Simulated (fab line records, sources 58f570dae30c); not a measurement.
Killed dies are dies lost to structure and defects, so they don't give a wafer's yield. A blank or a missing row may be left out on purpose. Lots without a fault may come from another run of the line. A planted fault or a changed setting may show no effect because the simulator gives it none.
Which tool did it? | flow berkeley_cmos170 | 14 lots, 42 wafers sampled, at 6 steps of a route of 331

WHAT THE GAUGES READ, wafer by wafer
UCB170_GATE_CD_MEAS_12: target cd 350 nm.
lot  | measured     | on        | cd_nm (nm)
L264 | day 6 12:10  | cd_sem-02 | 351.5 352.0 351.0
L267 | day 6 22:25  | cd_sem-02 | 348.5 349.3 347.8
L265 | day 6 22:31  | cd_sem-02 | 348.9 348.2 348.3
L266 | day 6 22:37  | cd_sem-02 | 350.0 348.7 348.7
L268 | day 7 05:51  | cd_sem-01 | 349.2 351.3 349.1
L272 | day 7 12:09  | cd_sem-01 | 350.4 349.7 349.4
L273 | day 7 12:11  | cd_sem-02 | 351.5 351.8 351.9
L271 | day 7 12:23  | cd_sem-01 | 349.9 351.0 349.6
L270 | day 7 12:31  | cd_sem-01 | 351.8 350.9 348.7
L277 | day 8 17:28  | cd_sem-01 | 350.1 348.7 349.1
L281 | day 9 21:10  | cd_sem-01 | 350.0 349.4 349.6
L282 | day 9 21:19  | cd_sem-02 | 349.7 348.7 350.0
L286 | day 11 00:58 | cd_sem-01 | 348.6 349.0 349.6
L287 | day 11 05:40 | cd_sem-01 | 352.1 350.4 351.4

UCB170_PLDD_OVL_MEAS_07.
lot  | measured     | on         | PLDD_OVL (nm)
L264 | day 6 14:54  | overlay-02 | 6 7 5
L267 | day 7 00:01  | overlay-01 | -5 3 0
L265 | day 7 00:19  | overlay-02 | 6 -1 2
L266 | day 7 00:40  | overlay-01 | 4 3 0
L268 | day 7 08:05  | overlay-01 | -4 -5 -1
L272 | day 7 15:04  | overlay-02 | 7 2 8
L273 | day 7 14:26  | overlay-01 | 0 -1 2
L271 | day 7 15:11  | overlay-01 | -11 -15 -2
L270 | day 7 15:18  | overlay-01 | 14 10 11
L277 | day 8 19:17  | overlay-01 | -4 1 -2
L281 | day 10 02:25 | overlay-01 | 8 11 20
L282 | day 10 03:19 | overlay-01 | 3 4 4
L286 | day 11 04:04 | overlay-02 | 3 8 13
L287 | day 11 07:25 | overlay-02 | 11 15 9

UCB170_NLDD_OVL_MEAS_07.
lot  | measured     | on         | NLDD_OVL (nm)
L264 | day 6 16:45  | overlay-02 | 3 1 -3
L267 | day 7 02:05  | overlay-01 | 0 -1 0
L265 | day 7 02:34  | overlay-02 | 14 10 18
L266 | day 7 02:34  | overlay-01 | 5 4 12
L268 | day 7 09:50  | overlay-02 | 0 6 7
L272 | day 7 17:11  | overlay-01 | 7 7 11
L273 | day 7 16:08  | overlay-01 | -1 -3 0
L271 | day 7 16:56  | overlay-02 | 5 2 10
L270 | day 7 17:18  | overlay-01 | 9 10 10
L277 | day 8 21:14  | overlay-01 | 8 -4 3
L281 | day 10 04:50 | overlay-01 | 5 5 4
L282 | day 10 05:07 | overlay-02 | 12 15 12
L286 | day 11 06:21 | overlay-01 | 1 10 7
L287 | day 11 09:28 | overlay-02 | 9 9 7

UCB170_SDANNEAL_RS_MEAS_04: measures by four-point-probe.
lot  | measured     | on            | PLDD_RS (ohm/sq)
L264 | day 7 03:29  | film_metro-04 | 1035.8 1037.1 1036.4
L267 | day 7 15:05  | film_metro-03 | 1027.8 1029.1 1025.7
L265 | day 7 15:17  | film_metro-04 | 1028.8 1029.1 1032.1
L266 | day 7 14:11  | film_metro-03 | 1033.6 1028.5 1031.3
L268 | day 7 20:32  | film_metro-04 | 1033.9 1033.8 1032.3
L272 | day 8 06:16  | film_metro-03 | 1033.0 1026.3 1030.5
L273 | day 8 05:59  | film_metro-02 | 1033.1 1031.6 1031.4
L271 | day 8 05:49  | film_metro-04 | 1034.3 1032.1 1034.0
L270 | day 8 05:47  | film_metro-03 | 1033.4 1031.5 1028.7
L277 | day 9 10:19  | film_metro-04 | 1034.8 1035.2 1035.2
L281 | day 10 16:28 | film_metro-04 | 1095.4 1092.5 1088.3 1095.8 1093.4 1089.6
L282 | day 10 15:43 | film_metro-03 | 1094.2 1097.3 1092.1 1096.2 1096.5 1090.9
L286 | day 11 16:43 | film_metro-04 | 1034.3 1032.0 1036.1
L287 | day 11 21:17 | film_metro-04 | 1039.6 1034.2 1037.7

UCB170_SDANNEAL_RS_MEAS_05: measures by four-point-probe.
lot  | measured     | on            | NLDD_RS (ohm/sq)
L264 | day 7 03:37  | film_metro-04 | 617.6 617.9 616.2
L267 | day 7 15:13  | film_metro-03 | 616.3 616.9 615.3
L265 | day 7 15:24  | film_metro-04 | 617.8 617.5 615.9
L266 | day 7 14:18  | film_metro-03 | 617.4 617.5 616.8
L268 | day 7 20:39  | film_metro-04 | 615.9 616.7 614.4
L272 | day 8 06:23  | film_metro-03 | 618.7 618.8 616.7
L273 | day 8 06:07  | film_metro-02 | 617.3 618.8 617.8
L271 | day 8 05:56  | film_metro-04 | 617.9 617.8 618.2
L270 | day 8 05:54  | film_metro-03 | 617.8 616.5 616.5
L277 | day 9 10:26  | film_metro-04 | 618.5 617.4 616.5
L281 | day 10 23:46 | film_metro-04 | 622.7 623.3 623.4 622.5 624.4 622.9
L282 | day 10 18:22 | film_metro-03 | 623.9 624.3 623.2 625.5 623.7 624.0
L286 | day 11 16:50 | film_metro-04 | 614.4 615.5 615.4
L287 | day 11 21:25 | film_metro-04 | 617.0 616.6 616.3

WHICH TOOL RAN EACH LOT (tool, then ch and the chambers of the sampled wafers, then the start)
lot  | UCB170_SPACER_ANNEAL_02
L264 | furnace-04 ch 0, day 6 21:00
L267 | furnace-04 ch 0, day 7 06:45
L265 | furnace-04 ch 0, day 7 06:45
L266 | furnace-04 ch 0, day 7 06:45
L268 | furnace-04 ch 0, day 7 12:25
L272 | furnace-02 ch 0, day 7 19:59
L273 | furnace-02 ch 0, day 7 19:59
L271 | furnace-02 ch 0, day 7 19:59
L270 | furnace-02 ch 0, day 7 19:59
L277 | furnace-02 ch 0, day 9 01:55
L281 | furnace-02 ch 0, day 10 08:23
L282 | furnace-02 ch 0, day 10 08:23
L286 | furnace-04 ch 0, day 11 09:12
L287 | furnace-01 ch 0, day 11 13:10
- UCB170_SPACER_ANNEAL_02: time 1800 s.

WHAT THE TOOLS THEMSELVES READ (means of the sampled wafers that have a number; where no wafer has one, the mark that the record gives instead)
UCB170_SPACER_ANNEAL_02.
lot  | tool       | tube_center_temp_C (C) | zone_power_source_pct (%)
L264 | furnace-04 | 899.99                 | 28.1
L267 | furnace-04 | 899.97                 | 28.1
L265 | furnace-04 | 900.03                 | 28.4
L266 | furnace-04 | 900.03                 | 28.4
L268 | furnace-04 | 899.90                 | 28.3
L272 | furnace-02 | 899.95                 | 23.8
L273 | furnace-02 | 899.98                 | 23.9
L271 | furnace-02 | 899.90                 | 23.9
L270 | furnace-02 | 900.01                 | 23.8
L277 | furnace-02 | 899.96                 | 23.6
L281 | furnace-02 | 900.01                 | 23.6
L282 | furnace-02 | 899.91                 | 23.7
L286 | furnace-04 | 900.01                 | 28.1
L287 | furnace-01 | 899.93                 | 26.1

THE ANSWER, worked out from the rows above alone
Rule: what is usual is taken from the lots themselves. Put in order of their means at a reading, lots are off if they are a third of the lots or fewer, leave a main group of 4 or more, and stand apart from it by a gap of 3 or more times the standard deviation of the main group's means; of several such gaps the widest counts. A main group whose means are all the same, to the digits that the tables above print for the reading, isn't used. A lot without any number at a reading at which 4 lots or more have one is off too. The other lots that the step has rows for count as sound. The gauges are gone through in route order, then the tools' own readings, and for those a lot's mean is taken as printed above. The first step at which some lot is off is used, and at that step the reading that is off furthest; a lot without a number counts as furthest.
Off: L281, L282, at UCB170_SDANNEAL_RS_MEAS_04 (PLDD_RS). The main group: mean 1032.6 ohm/sq, standard deviation 2.7.
A tool fits if, at a process step before that reading, it ran every lot that is off, and no sound lot after the first of them. The gauges at UCB170_SDANNEAL_RS_MEAS_04 are tried like those tools. One fits: furnace-02 at UCB170_SPACER_ANNEAL_02. Its last sound lot is L277 (day 9 01:55), its first lot that is off L281 (day 10 08:23): a fault that began between those two fits.

WHAT THE SIMULATOR HAD PUT IN
Process parameter drift: furnace-02, from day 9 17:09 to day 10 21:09, at UCB170_SPACER_ANNEAL_02. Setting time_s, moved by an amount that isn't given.
Lots struck among those shown: L281, L282. The rule above found the same.
